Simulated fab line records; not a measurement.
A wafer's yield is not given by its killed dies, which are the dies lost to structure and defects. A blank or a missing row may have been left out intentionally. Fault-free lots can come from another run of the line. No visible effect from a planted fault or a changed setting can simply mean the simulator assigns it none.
fab line records -- flow berkeleyCmos170
record lots=14, wafers=42, lastDay=12
route steps=331 shown SPACER@171
lots that met no fault: from a run of the same line without faults
startH: the number of hours between the record's first day and the start of the first shown wafer of the lot -- waitH: hours from the lot's prior step to this one -- " identical to the entry in the row above -- L1.1+2: a single row standing in for several wafers -- - no value present, or no start provided -- * or withheld: withheld -- < > ~ a bound
route shown NAME@n: NAME is a module with steps in the file, n the number in the route of the first one -- usual: average and standard deviation across the fault-free wafers -- same: alike in all rows -- chamber/n: place in a boat -- sites: per-site readings -- _std_site: standard deviation of those values -- _edge_site: inner sites' mean taken away from outer sites' mean -- radiusMm: how far each site lies from the wafer's centre -- mask NAME#n: copy n -- behind: the tool/chamber that last shaped the wafer -- hold: the reason the lot was held/the length of the hold in hours/how it ended -- device: the transistor (n, p or np) that didn't switch -- end of line: tests of these same wafers at the route's end -- a step given without rows: its recipe and nothing more -- killed: dies lost to structure and defects at the first sort, not the wafer's yield -- map: the dies of a wafer, with x for killed, . for not killed, _ for no die there
set.NAME: the setting that was run; set.NAME@STEP: the one run at that earlier step -- model.NAME: the simulator's own value behind a step, which no gauge read
one table for each step of the route and one row for each wafer, over a sample of lots
services: when a tool's chamber went out of use (startH, in hours from the record's first day, below 0 if earlier), for how many hours, and the reason
## steps
# step UCB170_SPACER_CVD_00
# recipe material=SiO2, targetThkNm=376, tempC=390, precursor=TEOS/O2, timeS=47, rfW=550, pressureMtorr=9000
# usual heaterPowerW=273/50, pressureMtorr=9000/18, timeS=47/0
lot.wafer,tool,chamber,startH,waitH,heaterPowerW,pressureMtorr,sinceWetCleanH,timeS
L266.2,pecvd-02,0,140.49,0.0,258,8987,112,47
L266.3,pecvd-02,2,140.49,0.0,267,9007,112,47
L266.6,pecvd-02,1,140.49,0.0,210,9005,-,47
L267.1,pecvd-04,2,141.13,0.0,284,9013,327,47
L267.4,pecvd-04,2,141.13,0.0,310,9000,-,47
L267.5,pecvd-04,1,141.13,0.0,280,8984,-,47
L269.1,pecvd-02,1,146.43,0.0,185,8985,118,47
L269.2,pecvd-02,2,146.43,0.0,228,9041,118,47
L269.5,pecvd-02,1,146.43,0.0,194,9000,-,47
L271.2,pecvd-04,1,159.39,0.0,298,9002,345,47
L271.3,pecvd-04,0,159.39,0.0,255,9037,345,47
L271.5,pecvd-04,1,159.39,0.0,294,8996,-,47
L272.1,pecvd-01,0,170.48,0.0,351,8996,21,47
L272.4,pecvd-01,0,170.48,0.0,246,9005,-,47
L272.5,pecvd-01,1,170.48,0.0,263,9011,-,47
L274.1,pecvd-01,1,176.85,0.0,278,8994,27,47
L274.3,pecvd-01,2,176.85,0.0,305,8988,27,47
L274.4,pecvd-01,2,176.85,0.0,315,8984,-,47
L275.3,pecvd-02,1,184.82,0.0,178,9001,156,47
L275.4,pecvd-02,1,184.82,0.0,191,8982,-,47
L275.5,pecvd-02,0,184.82,0.0,236,8982,-,47
L276.1,pecvd-01,0,185.09,0.0,321,8973,36,47
L276.3,pecvd-01,2,185.09,0.0,291,9001,36,47
L276.5,pecvd-01,0,185.09,0.0,339,8989,-,47
L277.2,pecvd-02,2,198.42,0.0,-,-,-,-
L277.3,pecvd-02,0,198.42,0.0,-,-,-,-
L277.5,pecvd-02,2,198.42,0.0,-,-,-,-
L278.3,pecvd-01,0,198.99,0.0,-,-,-,-
L278.4,pecvd-01,1,198.99,0.0,-,-,-,-
L278.5,pecvd-01,0,198.99,0.0,-,-,-,-
L281.1,pecvd-02,1,215.95,0.0,217,9016,187,47
L281.2,pecvd-02,0,215.95,0.0,282,9009,187,47
L281.3,pecvd-02,2,215.95,0.0,274,9005,187,47
L288.2,pecvd-02,0,241.54,0.0,265,9004,213,47
L288.3,pecvd-02,1,241.54,0.0,172,9023,213,47
L288.4,pecvd-02,2,241.54,0.0,283,8982,-,47
L287.1,pecvd-01,0,242.21,0.0,320,9004,93,47
L287.3,pecvd-01,2,242.21,0.0,258,9016,93,47
L287.5,pecvd-01,2,242.21,0.0,288,9009,-,47
L289.2,pecvd-01,0,247.52,0.0,348,8979,98,47
L289.3,pecvd-01,2,247.52,0.0,359,8992,98,47
L289.6,pecvd-01,1,247.52,0.0,272,9028,-,47
## services
tool,chamber,startH,hours,kind
pecvd-01,-,135.50,14.0,pm
pecvd-01,0,135.50,14.0,ventCycle
pecvd-01,1,135.50,14.0,ventCycle
pecvd-01,2,135.50,14.0,ventCycle
pecvd-01,0,149.50,-,clean
pecvd-01,1,149.50,-,clean
pecvd-01,2,149.50,-,clean
pecvd-04,-,160.07,11.3,repair
pecvd-04,2,170.85,17.2,repair
pecvd-02,-,192.79,5.5,pm
pecvd-04,2,196.51,7.1,repair
pecvd-04,0,208.29,12.7,repair
pecvd-04,-,242.50,14.0,pm
pecvd-04,0,242.50,14.0,ventCycle
pecvd-04,1,242.50,14.0,ventCycle
pecvd-04,2,242.50,14.0,ventCycle
## key
firstSign step=UCB170_SPACER_CVD_00, reading=toolRecord, direction=missing
effect none on later readings
metAt UCB170_SPACER_CVD_00
struckLots L277,L278
laterRowsLeftOut L277.2,L277.3,L277.5,L278.3,L278.4,L278.5
sortLeftOut L277.2,L277.3,L277.5,L278.3,L278.4,L278.5
testerLeftOut L277,L278
onsetBetween 185.09 198.42
fault kind=skippedStepWhole, tool=pecvd-01,pecvd-02, chamber=-, onsetH=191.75, steps=UCB170_SPACER_CVD_00, scope=struckLotsOnly
# testerLeftOut: of these lots the tester's yield and bins aren't shown, on N5 and GAA mostly nor the transistor test; their killed dies are dies lost to structure and defects alone, not to doping, threshold or leakage, so they don't give the yield
# sortLeftOut: the simulated sort isn't trusted on such a fault, so these wafers' sort isn't shown, and their yield isn't known
# laterRowsLeftOut: the simulator's readings of these wafers behind a module that went badly wrong aren't trusted and aren't shown, but for the sort
